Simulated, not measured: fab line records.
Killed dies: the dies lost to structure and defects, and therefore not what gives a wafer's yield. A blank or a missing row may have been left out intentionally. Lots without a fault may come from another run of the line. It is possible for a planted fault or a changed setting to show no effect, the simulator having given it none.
2 desks looking at one fault -- flow berkeley-cmos170 -- numbers are kept per desk, each desk with only its own; the story behind them comes last

THE METROLOGY DESK
What the gauges read, lot by lot, whatever tool the lot ran on: means of the sampled wafers that have a number. If a lot's mean is further than 4 standard deviations from the usual mean, the lot is out of limits and carries the mark OUT (the distance appears in the brackets).
Columns: A = cd-nm at UCB170_ACTIVE_CD_MEAS_90, usual 1200.0 nm; B = NVT_OVL at UCB170_NVT_OVL_MEAS_06, usual -1 nm; C = SPACER_TEOS_THK at UCB170_SPACER_THK_MEAS_01, usual 375 nm
lot,first seen here,A,B,C
L417,day 5 02:32,1201.5,3,376
L416,day 5 02:49,1199.9,12,369
L418,day 6 03:39,1201.5,-3,379
L419,day 6 03:55,1200.8,1,377
L420,day 6 07:25,1200.4,-2,379
L425,day 6 07:56,1201.5,-10,377
L423,day 6 08:16,1198.3,-2,374
L424,day 6 08:38,1198.3,0,376
L426,day 6 16:16,1200.4,-5,371
L428,day 7 11:38,1201.3,-2,336 (-7.5) OUT
L429,day 7 12:10,1198.4,1,323 (-10) OUT
L432,day 7 22:34,1199.4,0,352 (-4.5) OUT
L436,day 8 21:24,1197.8,-4,371
L438,day 9 03:19,1201.4,-3,370
L439,day 9 03:29,1199.3,-7,372
This desk's finding: out of limits on L428, L429, L432; first on L428, day 9 23:01 (SPACER_TEOS_THK at UCB170_SPACER_THK_MEAS_01). In limits: L417, L416, L418, L419, L420, L425, L423, L424, L426, L436, L438, L439.

DESK OF THE TOOL OWNER: pecvd-03
The tool's own readings at UCB170_SPACER_CVD_00 (deposits SiO2 from TEOS/O2, target thk 376 nm, time 47 s): means of the sampled wafers that have a number, for each lot that ran on this tool. If a lot's mean is further than 4 standard deviations from the usual mean, the lot is out of limits and carries the mark OUT (the distance appears in the brackets).
Columns: A = heater-power-w at UCB170_SPACER_CVD_00, usual 257 W
lot,first seen here,A
L416,day 7 14:19,228
L417,day 7 15:37,266
L418,day 8 15:52,284
L424,day 8 16:07,257
L428,day 9 22:58,265
L429,day 10 06:17,225
L432,day 10 10:41,237
This desk's verdict: no lot among the 7 shows anything out of limits.

ALL TOGETHER
The metrology desk could have raised an alarm at day 9 23:01, on L428, L429, L432.
Nothing out of limits was seen by the tool owner's desk.
On record at the tool owner's desk: L428, L429, L432, within its limits.
All the named lots went through UCB170_SPACER_CVD_00 on pecvd-03.

WHAT HAD BEEN PUT IN BY THE SIMULATOR
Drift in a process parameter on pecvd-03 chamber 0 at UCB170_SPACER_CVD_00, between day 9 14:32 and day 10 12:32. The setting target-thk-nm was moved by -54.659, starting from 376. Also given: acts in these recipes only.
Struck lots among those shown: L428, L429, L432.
Time in hours between the start of the fault and the first out-of-limits reading at each desk: metrology desk, 8.
